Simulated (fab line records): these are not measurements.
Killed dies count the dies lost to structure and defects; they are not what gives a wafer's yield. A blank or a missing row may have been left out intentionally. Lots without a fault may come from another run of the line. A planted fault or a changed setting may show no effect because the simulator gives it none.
Which of the tools did it? ; flow berkeley-cmos170 ; 13 lots with 39 wafers sampled at 5 steps, on a route of 331 steps

== WHAT EACH GAUGE READ, for each wafer ==
UCB170_SILICIDE_RS_MEAS_02: the measuring method here is four-point-probe. Usual: SILICIDE_TI_RS typically reads 26.1 ohm/sq, with standard deviation 0.31.
lot;measured;on;SILICIDE_TI_RS (ohm/sq);flag
L843;day 8 07:05;film-metro-04;26.1 26.1 26.0;
L844;day 8 08:10;film-metro-02;26.1 26.0 26.0;
L850;day 9 03:18;film-metro-03;25.9 26.0 25.9;
L849;day 9 03:49;film-metro-02;25.9 26.1 25.9;
L848;day 9 02:51;film-metro-04;26.2 26.2 26.5;
L853;day 9 20:08;film-metro-03;25.8 26.2 26.0;
L852;day 9 19:15;film-metro-04;26.6 26.5 26.7;
L854;day 10 02:02;film-metro-02;26.1 26.3 26.1;
L857;day 10 19:10;film-metro-03;26.3 26.5 26.2;
L858;day 11 07:46;film-metro-04;25.4 25.7 25.5;
L862;day 11 19:33;film-metro-04;26.2 27.1 26.3;
L865;day 12 19:11;film-metro-04;26.2 25.8 25.9;
L864;day 12 19:56;film-metro-03;26.4 26.2 26.6;

UCB170_CONTACT_THK_MEAS_02. Usual: CONTACT_PSG_THK typically reads 698 nm, with standard deviation 6.2.
lot;measured;on;CONTACT_PSG_THK (nm);flag
L843;day 8 10:27;film-metro-02;704 696 699;
L844;day 8 12:16;film-metro-01;703 706 706;
L850;day 9 06:52;film-metro-02;693 696 693;
L849;day 9 06:54;film-metro-04;697 697 698;
L848;day 9 05:05;film-metro-01;702 704 705;
L853;day 9 23:22;film-metro-01;695 694 696;
L852;day 9 21:37;film-metro-04;705 708 707;
L854;day 10 04:16;film-metro-01;697 695 697;
L857;day 10 23:01;film-metro-01;702 700 704;
L858;day 11 10:32;film-metro-02;697 697 694;
L862;day 11 21:49;film-metro-04;692 687 690;
L865;day 12 21:32;film-metro-04;707 707 700;
L864;day 12 23:23;film-metro-02;704 702 700;

== WHAT TOOL EACH LOT RAN ON (gives the tool, then ch and the chambers of the sampled wafers, and finally the start) ==
lot;UCB170_PLDD_STRIP_10;UCB170_NSD_STRIP_09;UCB170_SILICIDE_SPUTTER_01
L843;plasma-asher-04 ch 0,1, day 7 17:28;plasma-asher-03 ch 0,1, day 8 05:10;pvd-sputter-01, day 8 07:01
L844;plasma-asher-03 ch 0,1, day 7 17:42;plasma-asher-02 ch 0,1, day 8 05:25;pvd-sputter-02, day 8 08:08
L850;plasma-asher-03 ch 0,1, day 8 12:03;plasma-asher-02 ch 0,1, day 9 00:54;pvd-sputter-03, day 9 03:16
L849;plasma-asher-01 ch 0,1, day 8 12:22;plasma-asher-01 ch 0,1, day 9 01:10;pvd-sputter-01, day 9 03:43
L848;plasma-asher-04 ch 0,1, day 8 12:36;plasma-asher-03 ch 0,1, day 9 00:51;pvd-sputter-01, day 9 02:49
L853;plasma-asher-01 ch 0,1, day 9 02:51;plasma-asher-01 ch 0, day 9 17:53;pvd-sputter-03, day 9 20:05
L852;plasma-asher-04 ch 0,1, day 9 03:05;plasma-asher-03 ch 0,1, day 9 17:14;pvd-sputter-01, day 9 19:13
L854;plasma-asher-03 ch 1, day 9 11:50;plasma-asher-01 ch 0,1, day 10 00:15;pvd-sputter-01, day 10 01:59
L857;plasma-asher-01 ch 0,1, day 10 03:02;plasma-asher-01 ch 0,1, day 10 15:01;pvd-sputter-02, day 10 19:04
L858;plasma-asher-03 ch 0,1, day 10 16:29;plasma-asher-01 ch 0,1, day 11 05:40;pvd-sputter-03, day 11 07:43
L862;plasma-asher-03 ch 0,1, day 11 02:14;plasma-asher-02 ch 0,1, day 11 17:28;pvd-sputter-01, day 11 19:31
L865;plasma-asher-03 ch 0,1, day 12 06:04;plasma-asher-01 ch 0,1, day 12 17:11;pvd-sputter-03, day 12 19:10
L864;plasma-asher-04 ch 0,1, day 12 06:58;plasma-asher-01 ch 0,1, day 12 17:59;pvd-sputter-03, day 12 19:52
- UCB170_PLDD_STRIP_10: strips in O2.
- UCB170_NSD_STRIP_09: strips in O2.
- UCB170_SILICIDE_SPUTTER_01: material Ti, target thk 30 nm, time 25 s.

== AS READ BY THE TOOLS THEMSELVES (means over the sampled wafers that have a number; for cases with no such wafer, the mark the record gives instead) ==
UCB170_PLDD_STRIP_10. Usual: chamber-pressure-mTorr 3500.8 mTorr, standard deviation 2.9; drypump-motor-current-A 6.1 A, standard deviation 0.42; oes-product-au 0.734 a.u., standard deviation 0.0045; strip-time-to-endpoint-s 21.62 s, standard deviation 0.063.
lot;tool;chamber-pressure-mTorr (mTorr);drypump-motor-current-A (A);oes-product-au (a.u.);strip-time-to-endpoint-s (s);flag
L843;plasma-asher-04;3501.9;6.5;0.731;21.61;
L844;plasma-asher-03;3502.0;6.0;0.734;21.56;
L850;plasma-asher-03;3500.8;5.9;0.733;21.59;
L849;plasma-asher-01;3499.9;5.8;0.731;21.70;
L848;plasma-asher-04;3500.9;6.4;0.737;21.50;
L853;plasma-asher-01;3502.7;5.8;0.736;21.70;
L852;plasma-asher-04;3499.2;6.4;0.732;21.71;
L854;plasma-asher-03;3501.6;5.8;0.739;21.58;
L857;plasma-asher-01;3500.3;5.7;0.735;21.66;
L858;plasma-asher-03;3500.9;6.0;0.733;21.66;
L862;plasma-asher-03;3499.2;5.9;0.733;21.56;
L865;plasma-asher-03;3500.3;5.9;0.734;21.63;
L864;plasma-asher-04;3503.9;6.4;0.732;21.56;

UCB170_NSD_STRIP_09. Usual: chamber-pressure-mTorr 3500 mTorr, standard deviation 3.1; drypump-motor-current-A 5.9 A, standard deviation 0.57; oes-product-au 0.535 a.u., standard deviation 0.0052; strip-time-to-endpoint-s 35.64 s, standard deviation 0.072.
lot;tool;chamber-pressure-mTorr (mTorr);drypump-motor-current-A (A);oes-product-au (a.u.);strip-time-to-endpoint-s (s);flag
L843;plasma-asher-03;3500;6.0;0.531;35.70;
L844;plasma-asher-02;3497;5.1;0.532;35.56;
L850;plasma-asher-02;3501;5.1;0.529;35.53;
L849;plasma-asher-01;3501;6.2;0.536;35.72;
L848;plasma-asher-03;3498;6.0;0.533;35.72;
L853;plasma-asher-01;3502;6.6;0.533;35.62;
L852;plasma-asher-03;3502;6.0;0.539;35.69;
L854;plasma-asher-01;3499;6.2;0.541;35.61;
L857;plasma-asher-01;3503;6.1;0.533;35.57;
L858;plasma-asher-01;3500;6.2;0.536;35.63;
L862;plasma-asher-02;3502;5.1;0.541;35.74;
L865;plasma-asher-01;3498;5.7;0.537;35.63;
L864;plasma-asher-01;3496;6.2;0.538;35.62;

UCB170_SILICIDE_SPUTTER_01. Usual: cathode-dc-power-W 1500.0 W, standard deviation 0.27; throttle-valve-pct 30.0 %, standard deviation 0.83.
lot;tool;cathode-dc-power-W (W);throttle-valve-pct (%);flag
L843;pvd-sputter-01;1499.9;29.5;
L844;pvd-sputter-02;1499.9;30.3;
L850;pvd-sputter-03;1500.1;30.4;
L849;pvd-sputter-01;1499.7;28.9;
L848;pvd-sputter-01;1499.9;29.6;
L853;pvd-sputter-03;1500.0;30.4;
L852;pvd-sputter-01;1500.4;29.4;
L854;pvd-sputter-01;1499.8;28.7;
L857;pvd-sputter-02;1500.0;29.7;
L858;pvd-sputter-03;1499.8;30.2;
L862;pvd-sputter-01;1485.2;29.7;OFF
L865;pvd-sputter-03;1500.1;30.6;
L864;pvd-sputter-03;1499.8;30.1;

== THE ANSWER, worked out from the rows above alone ==
Rule: take the mean of a lot's wafers that have a number; if it is more than 3 standard deviations from the usual mean, the lot is off. A lot without any number at a reading at which 4 lots or more have one is off too. The other lots that the step has rows for count as sound. After the gauges, taken in route order, come the tools' own readings; for these a lot's mean is taken, as printed above. The first step at which some lot is off is used, and at that step the reading that is off furthest; a lot without a number counts as furthest.
Off: L862 (UCB170_SILICIDE_SPUTTER_01, cathode-dc-power-W).
If a tool, at that step or one of the process steps before it, ran each lot that is off and ran no sound lot following the first of them, it fits. Can't be told from this: 2 tools fit, plasma-asher-02 at UCB170_NSD_STRIP_09, pvd-sputter-01 at UCB170_SILICIDE_SPUTTER_01.

== WHAT WAS PUT IN BY THE SIMULATOR ==
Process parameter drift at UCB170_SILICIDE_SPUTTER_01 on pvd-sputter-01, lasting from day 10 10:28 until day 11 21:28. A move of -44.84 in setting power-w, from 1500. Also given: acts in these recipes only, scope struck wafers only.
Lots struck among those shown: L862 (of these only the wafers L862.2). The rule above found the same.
